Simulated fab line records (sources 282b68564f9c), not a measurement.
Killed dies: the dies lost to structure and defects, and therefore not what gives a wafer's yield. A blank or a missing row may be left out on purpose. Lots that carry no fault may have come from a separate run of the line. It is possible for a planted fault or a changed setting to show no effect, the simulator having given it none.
Which of the tools did it? | flow rit-cmos | 21 wafers from 7 lots sampled at 2 of the route's 202 steps

WHAT THE GAUGES SHOWED, per wafer
RIT_CONTACT_OVL_MEAS_09.
lot  | measured    | on         | CONTACT_OVL (nm)
L497 | day 3 22:55 | overlay-01 | -0.1 1.4 -0.2
L499 | day 4 07:20 | overlay-01 | -2.6 -0.7 -1.4
L501 | day 4 15:29 | overlay-01 | -0.2 -0.4 0.2
L503 | day 5 00:16 | overlay-01 | -1.1 0.3 0.9
L505 | day 5 12:25 | overlay-02 | 129.7 129.5 129.0
L507 | day 5 20:04 | overlay-01 | 1.5 0.5 -0.3
L515 | day 7 12:03 | overlay-02 | 0.5 0.1 1.4

WHAT TOOL EACH LOT RAN ON (gives the tool, then ch and the chambers of the sampled wafers, and finally the start)
lot  | RIT_CONTACT_EXPOSE_05
L497 | iline-stepper-01 ch 0, day 3 22:16
L499 | iline-stepper-02 ch 0, day 4 06:37
L501 | iline-stepper-01 ch 0, day 4 14:52
L503 | iline-stepper-01 ch 0, day 4 23:37
L505 | iline-stepper-02 ch 0, day 5 11:48
L507 | iline-stepper-01 ch 0, day 5 19:26
L515 | iline-stepper-01 ch 0, day 7 11:25
- RIT_CONTACT_EXPOSE_05: exposes mask M11, target cd 1000 nm.

THE ANSWER, worked out from the rows above alone
Rule: the lots themselves supply what counts as usual. Put in order of their means at a reading, lots are off if they are a third of the lots or fewer, leave a main group of 4 or more, and stand apart from it by a gap of 3 or more times the standard deviation of the main group's means; of several such gaps the widest counts. Not used: any main group whose means are identical at the precision the tables above print for the reading. Also off: a lot with no number at a reading for which 4 or more lots have one. Any other lot the step has rows for is counted as sound.
Off: L505, seen at RIT_CONTACT_OVL_MEAS_09 (CONTACT_OVL). The main group has a mean of -0.0 nm with a standard deviation of 0.75.
A tool fits if, at a process step before that reading, it ran every lot that is off, and no sound lot after the first of them. Gauges at RIT_CONTACT_OVL_MEAS_09: tried the same way as those tools. One candidate fits, namely iline-stepper-02 at RIT_CONTACT_EXPOSE_05. Its last sound lot is L499 (day 4 06:37), its first lot that is off L505 (day 5 11:48): a fault that began between those two fits.

WHAT THE SIMULATOR HAD PUT IN
Scanner matching overlay: iline-stepper-02, from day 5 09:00 on, at RIT_CONTACT_EXPOSE_05. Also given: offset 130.
Struck lots among those shown: L505. The rule above found the same.
